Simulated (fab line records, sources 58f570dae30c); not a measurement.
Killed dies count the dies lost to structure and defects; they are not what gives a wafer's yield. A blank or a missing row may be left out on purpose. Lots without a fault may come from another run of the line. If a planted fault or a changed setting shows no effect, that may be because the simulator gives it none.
Matching of chambers + flow berkeley-cmos170 + UCB170_V2_CMP_02 on cmp-01 has 4 sister chambers
The step polishes SiO2. 4 wafers are shown with their chamber, then 8 later ones without.

## EACH WAFER AND ITS CHAMBER
| wafer  | chamber | motor-current-A (A) |
|--------|---------|---------------------|
| L206.4 | 2       | 17.9                |
| L208.3 | 0       | 14.2                |
| L208.5 | 3       | 16.7                |
| L213.1 | 1       | 15.0                |

## WAFERS WITH NO CHAMBER GIVEN
| wafer  | motor-current-A (A) |
|--------|---------------------|
| L213.5 | 13.4                |
| L213.6 | 15.2                |
| L215.1 | 14.4                |
| L215.4 | 14.9                |
| L215.5 | 16.1                |
| L216.3 | 18.2                |
| L216.5 | 16.1                |
| L216.6 | 14.9                |

## WHICH CHAMBER EACH ONE RAN IN
| wafer  | from the rows above     | in truth |
|--------|-------------------------|----------|
| L213.5 | can't be placed: 0 or 1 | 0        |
| L213.6 | can't be placed: 1 or 0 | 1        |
| L215.1 | can't be placed: 0 or 1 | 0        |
| L215.4 | can't be placed: 1 or 0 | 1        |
| L215.5 | can't be placed: 3 or 1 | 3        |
| L216.3 | 2                       | 2        |
| L216.5 | can't be placed: 3 or 1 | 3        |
| L216.6 | can't be placed: 1 or 0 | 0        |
Correctly placed: 1 of 8. Cannot be placed on the basis of these rows: 7; the candidates contain the true chamber in 7. 0 placed wrongly.
How it was worked out, from the rows above alone: a wafer's distance from a chamber is the root of the sum, over the readings, of the square of ((its reading less the chamber's mean) divided by the reading's scatter). If the next closest chamber is less than 2 further off than the closest, the wafer can't be placed; otherwise it belongs to the closest. For every chamber, the mean is computed from those of its wafers that are shown. The scatter (one wafer shown for each chamber): square how far every hidden wafer sits from the nearest shown wafer, average those squares and take the square root.
